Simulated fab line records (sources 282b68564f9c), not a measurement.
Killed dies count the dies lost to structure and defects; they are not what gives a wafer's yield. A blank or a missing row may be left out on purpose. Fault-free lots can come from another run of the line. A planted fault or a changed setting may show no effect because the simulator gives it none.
fab line records :: flow rit_cmos
record
  lots=5
  wafers=15
  last_day=7
route steps=202 shown CONTACT@172 M1@184
lots that met no fault: taken from a fault-free run of the same line
start_h: start of the lot's first displayed wafer, in hours after the record's first day :: wait_h: how many hours have passed since the lot's step before this one :: " same as the row above :: L1.1+2: one row covering several wafers at once :: - no value, or no start given :: * or withheld: withheld :: < > ~ a bound
route shown NAME@n: names a module that has steps shown in the file, with the first one's number in the route :: usual: mean and standard deviation over wafers with no fault :: same: alike in all rows :: chamber/n: place in a boat :: sites: the reading at each site :: _std_site: standard deviation of those values :: _edge_site: inner sites' mean taken away from outer sites' mean :: radius_mm: for every site, how far away it sits from the centre of the wafer :: mask NAME#n: copy n :: behind: tool/chamber where the wafer was last shaped :: hold: what put the lot on hold/how long, in hours/how the hold closed :: device: names the non-switching transistor (n, p or np) :: end of line: tests run on the same wafers once the route is complete :: a step given without rows: its recipe and nothing more :: killed: the dies lost at the first sort to structure and to defects; this is not the yield of the wafer :: map: the dies of a wafer, with x for killed, . for not killed, _ for no die there
set.NAME: the setting that was run; set.NAME@STEP: the one run at that earlier step :: model.NAME: the simulator's own value behind a step, which no gauge read
a table for each step, a row for each wafer; lots at some steps of the route
services: a tool's chamber out of use, with start hour (start_h, from the record's first day; less than 0 if before it), hours out, and reason
## steps
# step RIT_CONTACT_SOFTBAKE_04
# recipe
  resist=NOVOLAK
  temp_c=90
  time_s=60
# step RIT_CONTACT_EXPOSE_05
# recipe
  mask_id=M11
  na=0.6
  source_shape=conventional
  sigma_outer=0.5
  target_cd_nm=1000
  dose_mj=250
# step RIT_CONTACT_PEB_06
# recipe
  resist=NOVOLAK
  temp_c=withheld
  time_s=withheld
# step RIT_CONTACT_DEVELOP_07
# recipe
  resist=NOVOLAK
  develop_time_s=120
  dev_temp_c=23
# step RIT_CONTACT_CD_MEAS_08
# recipe
  target_cd_nm=1000
# usual
  cd_nm=1000.4/2.3
lot.wafer: L607.1
tool: cd_sem-02
chamber: -
start_h: 77.61
wait_h: -
cd_nm: 1005.3

lot.wafer: L607.3
tool: cd_sem-02
chamber: -
start_h: 77.61
wait_h: -
cd_nm: 1003.6

lot.wafer: L607.5
tool: cd_sem-02
chamber: -
start_h: 77.61
wait_h: -
cd_nm: 1002.8

lot.wafer: L610.2
tool: cd_sem-01
chamber: -
start_h: 90.04
wait_h: -
cd_nm: 999.7

lot.wafer: L610.4
tool: cd_sem-01
chamber: -
start_h: 90.04
wait_h: -
cd_nm: 999.7

lot.wafer: L610.6
tool: cd_sem-01
chamber: -
start_h: 90.04
wait_h: -
cd_nm: 1001.8

lot.wafer: L616.2
tool: cd_sem-01
chamber: -
start_h: 123.25
wait_h: -
cd_nm: 1004.6

lot.wafer: L616.3
tool: cd_sem-01
chamber: -
start_h: 123.25
wait_h: -
cd_nm: 1003.6

lot.wafer: L616.5
tool: cd_sem-01
chamber: -
start_h: 123.25
wait_h: -
cd_nm: 1001.6

lot.wafer: L625.2
tool: cd_sem-02
chamber: -
start_h: 160.44
wait_h: -
cd_nm: 999.1

lot.wafer: L625.3
tool: cd_sem-02
chamber: -
start_h: 160.44
wait_h: -
cd_nm: 999.0

lot.wafer: L625.5
tool: cd_sem-02
chamber: -
start_h: 160.44
wait_h: -
cd_nm: 997.9

lot.wafer: L626.3
tool: cd_sem-02
chamber: -
start_h: 170.09
wait_h: -
cd_nm: 1001.0

lot.wafer: L626.4
tool: cd_sem-02
chamber: -
start_h: 170.09
wait_h: -
cd_nm: 1002.3

lot.wafer: L626.6
tool: cd_sem-02
chamber: -
start_h: 170.09
wait_h: -
cd_nm: 1003.9
# step RIT_CONTACT_OVL_MEAS_09
# usual
  CONTACT_OVL=0.2/1.2
lot.wafer: L607.1
tool: overlay-01
chamber: -
start_h: 77.73
wait_h: 0.1
CONTACT_OVL[nm]: -0.5

lot.wafer: L607.3
tool: overlay-01
chamber: -
start_h: 77.73
wait_h: 0.1
CONTACT_OVL[nm]: 1.0

lot.wafer: L607.5
tool: overlay-01
chamber: -
start_h: 77.73
wait_h: 0.1
CONTACT_OVL[nm]: 0.7

lot.wafer: L610.2
tool: overlay-01
chamber: -
start_h: 90.15
wait_h: 0.1
CONTACT_OVL[nm]: -0.4

lot.wafer: L610.4
tool: overlay-01
chamber: -
start_h: 90.15
wait_h: 0.1
CONTACT_OVL[nm]: 0.3

lot.wafer: L610.6
tool: overlay-01
chamber: -
start_h: 90.15
wait_h: 0.1
CONTACT_OVL[nm]: 0.9

lot.wafer: L616.2
tool: overlay-02
chamber: -
start_h: 123.35
wait_h: 0.1
CONTACT_OVL[nm]: -2.0

lot.wafer: L616.3
tool: overlay-02
chamber: -
start_h: 123.35
wait_h: 0.1
CONTACT_OVL[nm]: 0.4

lot.wafer: L616.5
tool: overlay-02
chamber: -
start_h: 123.35
wait_h: 0.1
CONTACT_OVL[nm]: -0.3

lot.wafer: L625.2
tool: overlay-02
chamber: -
start_h: 160.54
wait_h: 0.1
CONTACT_OVL[nm]: 1.9

lot.wafer: L625.3
tool: overlay-02
chamber: -
start_h: 160.54
wait_h: 0.1
CONTACT_OVL[nm]: -0.4

lot.wafer: L625.5
tool: overlay-02
chamber: -
start_h: 160.54
wait_h: 0.1
CONTACT_OVL[nm]: 0.8

lot.wafer: L626.3
tool: overlay-02
chamber: -
start_h: 170.18
wait_h: 0.1
CONTACT_OVL[nm]: 0.5

lot.wafer: L626.4
tool: overlay-02
chamber: -
start_h: 170.18
wait_h: 0.1
CONTACT_OVL[nm]: 0.2

lot.wafer: L626.6
tool: overlay-02
chamber: -
start_h: 170.18
wait_h: 0.1
CONTACT_OVL[nm]: 1.1
# step RIT_CONTACT_HARDBAKE_10
# recipe
  resist=NOVOLAK
  temp_c=140
  time_s=60
# step RIT_CONTACT_ETCH_11
# recipe
  target_depth_a=4800
  over_etch_frac=0.2
  stop_on=TiSi2
  chemistry=CHF3/CF4/Ar
  target=SiO2
  CHF3_flow_sccm=50
  cf4_flow_sccm=10
  Ar_flow_sccm=100
  O2_flow_sccm=5
  pressure_mtorr=100
  rf_w=200
  time_s=320
# usual
  cf4_flow_sccm=9.999/0.028
  drypump_motor_current_A=5.9/0.53
  oes_product_au=0.990/0.016
  rf_fwd_power_W=199.4/0.68
  throttle_valve_pct=8.81/0.15
lot.wafer: L607.1
tool: rie_diel-04
chamber: 3
start_h: 77.91
wait_h: 0.1
cf4_flow_sccm: 10.027
drypump_motor_current_A: 6.0
oes_product_au: 0.977
rf_fwd_power_W: 200.0
rf_hours_counter_h: 114
throttle_valve_pct: 8.96

lot.wafer: L607.3
tool: rie_diel-04
chamber: 0
start_h: 77.91
wait_h: 0.1
cf4_flow_sccm: 10.024
drypump_motor_current_A: 4.8
oes_product_au: 1.022
rf_fwd_power_W: 198.7
rf_hours_counter_h: 120
throttle_valve_pct: 9.11

lot.wafer: L607.5
tool: rie_diel-04
chamber: 3
start_h: 77.91
wait_h: 0.1
cf4_flow_sccm: 10.016
drypump_motor_current_A: 6.0
oes_product_au: 0.966
rf_fwd_power_W: 200.9
rf_hours_counter_h: -
throttle_valve_pct: 8.95

lot.wafer: L610.2
tool: rie_diel-01
chamber: 2
start_h: 90.33
wait_h: 0.1
cf4_flow_sccm: 9.973
drypump_motor_current_A: 6.4
oes_product_au: 0.976
rf_fwd_power_W: 200.2
rf_hours_counter_h: 45
throttle_valve_pct: 8.68

lot.wafer: L610.4
tool: rie_diel-01
chamber: 0
start_h: 90.33
wait_h: 0.1
cf4_flow_sccm: 10.040
drypump_motor_current_A: 5.8
oes_product_au: 0.964
rf_fwd_power_W: 199.8
rf_hours_counter_h: 45
throttle_valve_pct: 8.91

lot.wafer: L610.6
tool: rie_diel-01
chamber: 2
start_h: 90.33
wait_h: 0.1
cf4_flow_sccm: 10.001
drypump_motor_current_A: 6.4
oes_product_au: 0.984
rf_fwd_power_W: 198.4
rf_hours_counter_h: -
throttle_valve_pct: 8.68

lot.wafer: L616.2
tool: rie_diel-01
chamber: 1
start_h: 123.53
wait_h: 0.1
cf4_flow_sccm: 9.964
drypump_motor_current_A: 5.3
oes_product_au: 0.982
rf_fwd_power_W: 199.1
rf_hours_counter_h: 11
throttle_valve_pct: 8.60

lot.wafer: L616.3
tool: rie_diel-01
chamber: 3
start_h: 123.53
wait_h: 0.1
cf4_flow_sccm: 10.019
drypump_motor_current_A: 6.4
oes_product_au: 1.016
rf_fwd_power_W: 199.1
rf_hours_counter_h: 131
throttle_valve_pct: 8.95

lot.wafer: L616.5
tool: rie_diel-01
chamber: 2
start_h: 123.53
wait_h: 0.1
cf4_flow_sccm: 10.049
drypump_motor_current_A: 6.3
oes_product_au: 0.980
rf_fwd_power_W: 199.3
rf_hours_counter_h: -
throttle_valve_pct: 8.70

lot.wafer: L625.2
tool: rie_diel-01
chamber: 3
start_h: 160.72
wait_h: 0.1
cf4_flow_sccm: 10.003
drypump_motor_current_A: 6.4
oes_product_au: 1.006
rf_fwd_power_W: 199.7
rf_hours_counter_h: 132
throttle_valve_pct: 8.96

lot.wafer: L625.3
tool: rie_diel-01
chamber: 2
start_h: 160.72
wait_h: 0.1
cf4_flow_sccm: 9.992
drypump_motor_current_A: 6.3
oes_product_au: 0.980
rf_fwd_power_W: 199.0
rf_hours_counter_h: 47
throttle_valve_pct: 8.70

lot.wafer: L625.5
tool: rie_diel-01
chamber: 1
start_h: 160.72
wait_h: 0.1
cf4_flow_sccm: 10.013
drypump_motor_current_A: 5.3
oes_product_au: 0.988
rf_fwd_power_W: 200.2
rf_hours_counter_h: -
throttle_valve_pct: 8.60

lot.wafer: L626.3
tool: rie_diel-01
chamber: 3
start_h: 170.36
wait_h: 0.1
cf4_flow_sccm: 10.041
drypump_motor_current_A: 6.4
oes_product_au: 1.011
rf_fwd_power_W: 199.3
rf_hours_counter_h: 132
throttle_valve_pct: 8.94

lot.wafer: L626.4
tool: rie_diel-01
chamber: 1
start_h: 170.36
wait_h: 0.1
cf4_flow_sccm: 10.024
drypump_motor_current_A: 5.3
oes_product_au: 0.986
rf_fwd_power_W: 200.6
rf_hours_counter_h: 13
throttle_valve_pct: 8.61

lot.wafer: L626.6
tool: rie_diel-01
chamber: 0
start_h: 170.36
wait_h: 0.1
cf4_flow_sccm: 9.980
drypump_motor_current_A: 5.8
oes_product_au: 0.973
rf_fwd_power_W: 199.5
rf_hours_counter_h: -
throttle_valve_pct: 8.91
# step RIT_CONTACT_STRIP_12
# recipe
  chemistry=O2
  time_s=180
  resist=NOVOLAK
  platen_temp_c=withheld
  power_w=500
  pressure_mtorr=4000
  o2_flow_sccm=4000
# usual
  drypump_motor_current_A=5.7/0.37
lot.wafer: L607.1
tool: plasma_asher-03
chamber: 1
start_h: 78.11
wait_h: 0.1
drypump_motor_current_A: 5.2
rf_hours_counter_h: 39

lot.wafer: L607.3
tool: plasma_asher-03
chamber: 1
start_h: 78.11
wait_h: 0.1
drypump_motor_current_A: 5.2
rf_hours_counter_h: -

lot.wafer: L607.5
tool: plasma_asher-03
chamber: 1
start_h: 78.11
wait_h: 0.1
drypump_motor_current_A: 5.2
rf_hours_counter_h: -

lot.wafer: L610.2
tool: plasma_asher-03
chamber: 0
start_h: 90.52
wait_h: 0.1
drypump_motor_current_A: 5.8
rf_hours_counter_h: 40

lot.wafer: L610.4
tool: plasma_asher-03
chamber: 1
start_h: 90.52
wait_h: 0.1
drypump_motor_current_A: 5.2
rf_hours_counter_h: -

lot.wafer: L610.6
tool: plasma_asher-03
chamber: 1
start_h: 90.52
wait_h: 0.1
drypump_motor_current_A: 5.2
rf_hours_counter_h: -

lot.wafer: L616.2
tool: plasma_asher-03
chamber: 0
start_h: 123.73
wait_h: 0.1
drypump_motor_current_A: 5.8
rf_hours_counter_h: 44

lot.wafer: L616.3
tool: plasma_asher-03
chamber: 0
start_h: 123.73
wait_h: 0.1
drypump_motor_current_A: 5.8
rf_hours_counter_h: -

lot.wafer: L616.5
tool: plasma_asher-03
chamber: 0
start_h: 123.73
wait_h: 0.1
drypump_motor_current_A: 5.8
rf_hours_counter_h: -

lot.wafer: L625.2
tool: plasma_asher-02
chamber: 0
start_h: 160.92
wait_h: 0.1
drypump_motor_current_A: 6.2
rf_hours_counter_h: 38

lot.wafer: L625.3
tool: plasma_asher-02
chamber: 1
start_h: 160.92
wait_h: 0.1
drypump_motor_current_A: 5.7
rf_hours_counter_h: -

lot.wafer: L625.5
tool: plasma_asher-02
chamber: 1
start_h: 160.92
wait_h: 0.1
drypump_motor_current_A: 5.7
rf_hours_counter_h: -

lot.wafer: L626.3
tool: plasma_asher-02
chamber: 1
start_h: 170.61
wait_h: 0.2
drypump_motor_current_A: 5.7
rf_hours_counter_h: -

lot.wafer: L626.4
tool: plasma_asher-02
chamber: 0
start_h: 170.61
wait_h: 0.2
drypump_motor_current_A: 6.2
rf_hours_counter_h: -

lot.wafer: L626.6
tool: plasma_asher-02
chamber: 0
start_h: 170.61
wait_h: 0.2
drypump_motor_current_A: 6.2
rf_hours_counter_h: -
# step RIT_CONTACT_CD_MEAS_90
# recipe
  target_cd_nm=1000
# usual
  cd_nm=1000.3/2.4
lot.wafer: L607.1
tool: cd_sem-01
chamber: -
start_h: 78.28
wait_h: 0.1
cd_nm: 1005.1

lot.wafer: L607.3
tool: cd_sem-01
chamber: -
start_h: 78.28
wait_h: 0.1
cd_nm: 1003.4

lot.wafer: L607.5
tool: cd_sem-01
chamber: -
start_h: 78.28
wait_h: 0.1
cd_nm: 1003.2

lot.wafer: L610.2
tool: cd_sem-02
chamber: -
start_h: 90.72
wait_h: 0.1
cd_nm: 1000.0

lot.wafer: L610.4
tool: cd_sem-02
chamber: -
start_h: 90.72
wait_h: 0.1
cd_nm: 999.7

lot.wafer: L610.6
tool: cd_sem-02
chamber: -
start_h: 90.72
wait_h: 0.1
cd_nm: 1001.5

lot.wafer: L616.2
tool: cd_sem-02
chamber: -
start_h: 123.92
wait_h: 0.1
cd_nm: 1004.2

lot.wafer: L616.3
tool: cd_sem-02
chamber: -
start_h: 123.92
wait_h: 0.1
cd_nm: 1003.7

lot.wafer: L616.5
tool: cd_sem-02
chamber: -
start_h: 123.92
wait_h: 0.1
cd_nm: 1001.2

lot.wafer: L625.2
tool: cd_sem-02
chamber: -
start_h: 161.11
wait_h: 0.1
cd_nm: 999.3

lot.wafer: L625.3
tool: cd_sem-02
chamber: -
start_h: 161.11
wait_h: 0.1
cd_nm: 999.3

lot.wafer: L625.5
tool: cd_sem-02
chamber: -
start_h: 161.11
wait_h: 0.1
cd_nm: 997.4

lot.wafer: L626.3
tool: cd_sem-02
chamber: -
start_h: 170.77
wait_h: 0.1
cd_nm: 1000.5

lot.wafer: L626.4
tool: cd_sem-02
chamber: -
start_h: 170.77
wait_h: 0.1
cd_nm: 1002.3

lot.wafer: L626.6
tool: cd_sem-02
chamber: -
start_h: 170.77
wait_h: 0.1
cd_nm: 1003.9
# step RIT_CONTACT_CLEAN_13
# recipe
  chemistry=SC1
  mix=3:3:50
  time_s=600
  temp_c=75
# step RIT_CONTACT_CLEAN_14
# recipe
  chemistry=SC2
  mix=3:3:50
  time_s=600
  temp_c=75
  dry=n2_spin
# step RIT_M1_SPUTTER_00
# recipe
  material=Al
  target_thk_nm=400
  power_w=2000
  chamber_pressure_pa=0.4
  gas=Ar
  time_s=500
  substrate_temp_c=25
# usual
  cathode_dc_power_W=2000.0/0.32
  chamber_pressure_pa=0.4002/0.00076
  throttle_valve_pct=30.0/1.1
lot.wafer: L607.1
tool: pvd_sputter-03
chamber: -
start_h: 78.75
wait_h: 0.0
cathode_dc_power_W: 1999.4
chamber_pressure_pa: 0.4003
throttle_valve_pct: 29.3

lot.wafer: L607.3
tool: pvd_sputter-03
chamber: -
start_h: 78.75
wait_h: 0.0
cathode_dc_power_W: 1999.6
chamber_pressure_pa: 0.4006
throttle_valve_pct: 28.9

lot.wafer: L607.5
tool: pvd_sputter-03
chamber: -
start_h: 78.75
wait_h: 0.0
cathode_dc_power_W: 1999.8
chamber_pressure_pa: 0.4011
throttle_valve_pct: 29.0

lot.wafer: L610.2
tool: pvd_sputter-01
chamber: -
start_h: 91.17
wait_h: 0.0
cathode_dc_power_W: -
chamber_pressure_pa: -
throttle_valve_pct: -

lot.wafer: L610.4
tool: pvd_sputter-01
chamber: -
start_h: 91.17
wait_h: 0.0
cathode_dc_power_W: -
chamber_pressure_pa: -
throttle_valve_pct: -

lot.wafer: L610.6
tool: pvd_sputter-01
chamber: -
start_h: 91.17
wait_h: 0.0
cathode_dc_power_W: -
chamber_pressure_pa: -
throttle_valve_pct: -

lot.wafer: L616.2
tool: pvd_sputter-01
chamber: -
start_h: 124.37
wait_h: 0.0
cathode_dc_power_W: 1999.7
chamber_pressure_pa: 0.4001
throttle_valve_pct: 29.6

lot.wafer: L616.3
tool: pvd_sputter-01
chamber: -
start_h: 124.37
wait_h: 0.0
cathode_dc_power_W: 1998.9
chamber_pressure_pa: 0.3998
throttle_valve_pct: 30.3

lot.wafer: L616.5
tool: pvd_sputter-01
chamber: -
start_h: 124.37
wait_h: 0.0
cathode_dc_power_W: 2000.2
chamber_pressure_pa: 0.4004
throttle_valve_pct: 30.3

lot.wafer: L625.2
tool: pvd_sputter-03
chamber: -
start_h: 161.58
wait_h: 0.0
cathode_dc_power_W: 2000.0
chamber_pressure_pa: 0.4007
throttle_valve_pct: 28.7

lot.wafer: L625.3
tool: pvd_sputter-03
chamber: -
start_h: 161.58
wait_h: 0.0
cathode_dc_power_W: 2000.5
chamber_pressure_pa: 0.3999
throttle_valve_pct: 28.9

lot.wafer: L625.5
tool: pvd_sputter-03
chamber: -
start_h: 161.58
wait_h: 0.0
cathode_dc_power_W: 2000.1
chamber_pressure_pa: 0.4010
throttle_valve_pct: 32.3

lot.wafer: L626.3
tool: pvd_sputter-01
chamber: -
start_h: 171.20
wait_h: 0.0
cathode_dc_power_W: 2000.1
chamber_pressure_pa: 0.4003
throttle_valve_pct: 30.8

lot.wafer: L626.4
tool: pvd_sputter-01
chamber: -
start_h: 171.20
wait_h: 0.0
cathode_dc_power_W: 2000.4
chamber_pressure_pa: 0.4013
throttle_valve_pct: 29.4

lot.wafer: L626.6
tool: pvd_sputter-01
chamber: -
start_h: 171.20
wait_h: 0.0
cathode_dc_power_W: 1999.7
chamber_pressure_pa: 0.4014
throttle_valve_pct: 30.9
# step RIT_M1_RS_MEAS_01
# recipe
  thk_meas_gauge=four-point-probe
  reads=Al_of_M1_SPUTTER_00
# usual
  M1_AL_RS=0.0734/0.00079
lot.wafer: L607.1
tool: film_metro-03
chamber: -
start_h: 79.05
wait_h: 0.1
hold: -
M1_AL_RS[ohm/sq]: 0.0722

lot.wafer: L607.3
tool: film_metro-03
chamber: -
start_h: 79.05
wait_h: 0.1
hold: -
M1_AL_RS[ohm/sq]: 0.0723

lot.wafer: L607.5
tool: film_metro-03
chamber: -
start_h: 79.05
wait_h: 0.1
hold: -
M1_AL_RS[ohm/sq]: 0.0721

lot.wafer: L610.2
tool: film_metro-04
chamber: -
start_h: 91.48
wait_h: 0.2
hold: await_dispo/0.2h/release
M1_AL_RS[ohm/sq]: -

lot.wafer: L610.4
tool: film_metro-04
chamber: -
start_h: 91.48
wait_h: 0.2
hold: await_dispo/0.2h/release
M1_AL_RS[ohm/sq]: -

lot.wafer: L610.6
tool: film_metro-04
chamber: -
start_h: 91.48
wait_h: 0.2
hold: await_dispo/0.2h/release
M1_AL_RS[ohm/sq]: -

lot.wafer: L610.2
tool: film_metro-04
chamber: -
start_h: 91.77
wait_h: 0.3
hold: -
M1_AL_RS[ohm/sq]: -

lot.wafer: L610.4
tool: film_metro-04
chamber: -
start_h: 91.77
wait_h: 0.3
hold: -
M1_AL_RS[ohm/sq]: -

lot.wafer: L610.6
tool: film_metro-04
chamber: -
start_h: 91.77
wait_h: 0.3
hold: -
M1_AL_RS[ohm/sq]: -

lot.wafer: L616.2
tool: film_metro-04
chamber: -
start_h: 124.69
wait_h: 0.2
hold: -
M1_AL_RS[ohm/sq]: 0.0733

lot.wafer: L616.3
tool: film_metro-04
chamber: -
start_h: 124.69
wait_h: 0.2
hold: -
M1_AL_RS[ohm/sq]: 0.0731

lot.wafer: L616.5
tool: film_metro-04
chamber: -
start_h: 124.69
wait_h: 0.2
hold: -
M1_AL_RS[ohm/sq]: 0.0731

lot.wafer: L625.2
tool: film_metro-02
chamber: -
start_h: 161.89
wait_h: 0.2
hold: -
M1_AL_RS[ohm/sq]: 0.0740

lot.wafer: L625.3
tool: film_metro-02
chamber: -
start_h: 161.89
wait_h: 0.2
hold: -
M1_AL_RS[ohm/sq]: 0.0730

lot.wafer: L625.5
tool: film_metro-02
chamber: -
start_h: 161.89
wait_h: 0.2
hold: -
M1_AL_RS[ohm/sq]: 0.0729

lot.wafer: L626.3
tool: film_metro-04
chamber: -
start_h: 171.53
wait_h: 0.2
hold: -
M1_AL_RS[ohm/sq]: 0.0732

lot.wafer: L626.4
tool: film_metro-04
chamber: -
start_h: 171.53
wait_h: 0.2
hold: -
M1_AL_RS[ohm/sq]: 0.0734

lot.wafer: L626.6
tool: film_metro-04
chamber: -
start_h: 171.53
wait_h: 0.2
hold: -
M1_AL_RS[ohm/sq]: 0.0731
# step RIT_M1_PROBE_99
# usual
  defect_limited_yield=97.5/1.1
  killed_at_contacts=0.0/0.22
  killed_at_front_end=6.5/2.8
  killed_dies=6.5/2.8
  killed_open=3.2/1.8
  killed_short=3.3/2
  sort_bin_3_pad_short=0.1/0.23
  sort_bin_5_function=1.5/0.77
  sort_bin_6_memory=0.9/0.6
  sort_n_pass=257.5/2.8
  sort_yield_pct=97.5/1.1
# same
  gross_dies=264
  killed_at_M0_to_M3=0
  killed_at_M4_up=0
  killed_at_back_side=0
  killed_at_other=0
lot.wafer: L607.1
tool: prober-01
chamber: -
start_h: 84.56
wait_h: 0.1
defect_limited_yield[%]: 96.2
killed_at_contacts: 0
killed_at_front_end: 10
killed_dies: 10
killed_open: 5
killed_short: 5
sort_bin_3_pad_short[%]: 0.4
sort_bin_5_function[%]: 1.9
sort_bin_6_memory[%]: 1.5
sort_n_pass: 254.0
sort_yield_pct[%]: 96.2

lot.wafer: L607.3
tool: prober-01
chamber: -
start_h: 84.66
wait_h: 0.2
defect_limited_yield[%]: 97.3
killed_at_contacts: 1
killed_at_front_end: 6
killed_dies: 7
killed_open: 2
killed_short: 5
sort_bin_3_pad_short[%]: 0.4
sort_bin_5_function[%]: 1.1
sort_bin_6_memory[%]: 1.1
sort_n_pass: 257.0
sort_yield_pct[%]: 97.3

lot.wafer: L607.5
tool: prober-01
chamber: -
start_h: 84.76
wait_h: 0.2
defect_limited_yield[%]: 96.6
killed_at_contacts: 1
killed_at_front_end: 8
killed_dies: 9
killed_open: 7
killed_short: 2
sort_bin_3_pad_short[%]: 0.4
sort_bin_5_function[%]: 1.9
sort_bin_6_memory[%]: 1.1
sort_n_pass: 255.0
sort_yield_pct[%]: 96.6

lot.wafer: L616.2
tool: prober-01
chamber: -
start_h: 128.44
wait_h: 0.1
defect_limited_yield[%]: 97.7
killed_at_contacts: 0
killed_at_front_end: 6
killed_dies: 6
killed_open: 2
killed_short: 4
sort_bin_3_pad_short[%]: 0
sort_bin_5_function[%]: 2.3
sort_bin_6_memory[%]: 0
sort_n_pass: 258.0
sort_yield_pct[%]: 97.7

lot.wafer: L616.3
tool: prober-01
chamber: -
start_h: 128.49
wait_h: 0.2
defect_limited_yield[%]: 97.7
killed_at_contacts: 0
killed_at_front_end: 6
killed_dies: 6
killed_open: 1
killed_short: 5
sort_bin_3_pad_short[%]: 0.4
sort_bin_5_function[%]: 0.8
sort_bin_6_memory[%]: 1.1
sort_n_pass: 258.0
sort_yield_pct[%]: 97.7

lot.wafer: L616.5
tool: prober-01
chamber: -
start_h: 128.59
wait_h: 0.2
defect_limited_yield[%]: 98.5
killed_at_contacts: 0
killed_at_front_end: 4
killed_dies: 4
killed_open: 2
killed_short: 2
sort_bin_3_pad_short[%]: 0
sort_bin_5_function[%]: 0.8
sort_bin_6_memory[%]: 0.8
sort_n_pass: 260.0
sort_yield_pct[%]: 98.5

lot.wafer: L625.2
tool: prober-02
chamber: -
start_h: 165.66
wait_h: 0.1
defect_limited_yield[%]: 97.0
killed_at_contacts: 0
killed_at_front_end: 8
killed_dies: 8
killed_open: 3
killed_short: 5
sort_bin_3_pad_short[%]: 0.4
sort_bin_5_function[%]: 2.7
sort_bin_6_memory[%]: 0
sort_n_pass: 256.0
sort_yield_pct[%]: 97.0

lot.wafer: L625.3
tool: prober-02
chamber: -
start_h: 165.71
wait_h: 0.2
defect_limited_yield[%]: 99.2
killed_at_contacts: 0
killed_at_front_end: 2
killed_dies: 2
killed_open: 2
killed_short: 0
sort_bin_3_pad_short[%]: 0
sort_bin_5_function[%]: 0.4
sort_bin_6_memory[%]: 0.4
sort_n_pass: 262.0
sort_yield_pct[%]: 99.2

lot.wafer: L625.5
tool: prober-02
chamber: -
start_h: 165.81
wait_h: 0.2
defect_limited_yield[%]: 96.6
killed_at_contacts: 0
killed_at_front_end: 9
killed_dies: 9
killed_open: 5
killed_short: 4
sort_bin_3_pad_short[%]: 0
sort_bin_5_function[%]: 2.7
sort_bin_6_memory[%]: 0.8
sort_n_pass: 255.0
sort_yield_pct[%]: 96.6

lot.wafer: L626.3
tool: prober-01
chamber: -
start_h: 175.48
wait_h: 0.2
defect_limited_yield[%]: 96.6
killed_at_contacts: 0
killed_at_front_end: 9
killed_dies: 9
killed_open: 5
killed_short: 4
sort_bin_3_pad_short[%]: 0
sort_bin_5_function[%]: 2.3
sort_bin_6_memory[%]: 1.1
sort_n_pass: 255.0
sort_yield_pct[%]: 96.6

lot.wafer: L626.4
tool: prober-01
chamber: -
start_h: 175.53
wait_h: 0.2
defect_limited_yield[%]: 94.7
killed_at_contacts: 0
killed_at_front_end: 14
killed_dies: 14
killed_open: 8
killed_short: 6
sort_bin_3_pad_short[%]: 0.4
sort_bin_5_function[%]: 2.7
sort_bin_6_memory[%]: 2.3
sort_n_pass: 250.0
sort_yield_pct[%]: 94.7

lot.wafer: L626.6
tool: prober-01
chamber: -
start_h: 175.63
wait_h: 0.2
defect_limited_yield[%]: 98.5
killed_at_contacts: 0
killed_at_front_end: 4
killed_dies: 4
killed_open: 4
killed_short: 0
sort_bin_3_pad_short[%]: 0
sort_bin_5_function[%]: 1.5
sort_bin_6_memory[%]: 0
sort_n_pass: 260.0
sort_yield_pct[%]: 98.5
# killed by level:class
L607.1 GATE:geometric_particle:open=2 GATE:geometric_particle:short=2 REOX:geometric_particle:open=2 FOX2:geometric_particle:short=1 REOX:geometric_particle:short=1 SPACER:geometric_particle:open=1 SILICIDE:geometric_particle:short=1
L607.3 GATE:geometric_particle:short=2 FOX2:geometric_particle:short=1 GATE:geometric_particle:open=1 SPACER:geometric_particle:short=1 SPACER:geometric_particle:open=1 CONTACT:geometric_particle:short=1
L607.5 REOX:geometric_particle:open=3 GATE:geometric_particle:open=2 GATE:geometric_particle:short=1 SILICIDE:geometric_particle:short=1 SILICIDE:geometric_particle:open=1 CONTACT:geometric_particle:open=1
L616.2 FOX1:geometric_particle:short=2 GATE:geometric_particle:open=1 REOX:geometric_particle:open=1 SPACER:geometric_particle:short=1 SILICIDE:geometric_particle:short=1
L616.3 SPACER:geometric_particle:short=2 FOX1:geometric_particle:short=1 GATE:geometric_particle:short=1 REOX:geometric_particle:open=1 SILICIDE:geometric_particle:short=1
L616.5 FOX2:geometric_particle:short=1 REOX:geometric_particle:open=1 REOX:geometric_particle:short=1 SPACER:geometric_particle:open=1
L625.2 FOX1:geometric_particle:short=2 GATE:geometric_particle:open=2 FOX2:geometric_particle:short=1 GATE:geometric_particle:short=1 SILICIDE:geometric_particle:open=1 SILICIDE:geometric_particle:short=1
L625.3 FOX2:geometric_particle:open=1 GATE:geometric_particle:open=1
L625.5 GATE:geometric_particle:open=4 FOX2:geometric_particle:short=2 FOX1:geometric_particle:short=1 GATE:geometric_particle:short=1 SILICIDE:geometric_particle:open=1
L626.3 REOX:geometric_particle:short=3 GATE:geometric_particle:open=2 REOX:geometric_particle:open=1 SPACER:geometric_particle:open=1 SILICIDE:geometric_particle:open=1 SILICIDE:geometric_particle:short=1
L626.4 REOX:geometric_particle:open=3 GATE:geometric_particle:short=2 GATE:geometric_particle:open=2 REOX:geometric_particle:short=2 SPACER:geometric_particle:open=2 ACTIVE:geometric_particle:open=1 FOX1:geometric_particle:short=1 SPACER:geometric_particle:short=1
L626.6 FOX1:geometric_particle:open=2 SPACER:geometric_particle:open=1 SILICIDE:geometric_particle:open=1
## services
tool: rie_diel-01
chamber: -
start_h: 71.71
hours: 2.8
kind: pm

tool: pvd_sputter-01
chamber: -
start_h: 85.76
hours: 4.7
kind: repair

tool: rie_diel-04
chamber: 1
start_h: 97.78
hours: 4.3
kind: repair

tool: plasma_asher-03
chamber: -
start_h: 102.96
hours: 1.5
kind: repair

tool: rie_diel-04
chamber: -
start_h: 113.32
hours: 0.3
kind: repair

tool: plasma_asher-02
chamber: -
start_h: 119.58
hours: 1.3
kind: repair

tool: pvd_sputter-01
chamber: -
start_h: 129.02
hours: 2.0
kind: repair

tool: rie_diel-01
chamber: 2
start_h: 144.27
hours: 6.5
kind: repair

tool: rie_diel-04
chamber: -
start_h: 166.15
hours: 0.5
kind: repair

tool: plasma_asher-03
chamber: -
start_h: 171.07
hours: 0.5
kind: repair
## key
first_sign
  step=RIT_M1_SPUTTER_00
  reading=tool_record
  direction=missing
effect
  step=RIT_M1_RS_MEAS_01
  reading=visit
  direction=added
met_at RIT_M1_SPUTTER_00
struck_wafers L610.2,L610.4,L610.6
scrapped_behind RIT_M1_RS_MEAS_01 L610.2,L610.4,L610.6
onset_between 78.75 91.17
fault
  kind=skipped_step_whole
  tool=pvd_sputter-01,pvd_sputter-03
  chamber=-
  onset_h=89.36
  steps=RIT_M1_SPUTTER_00
  scope=struck_lots_only
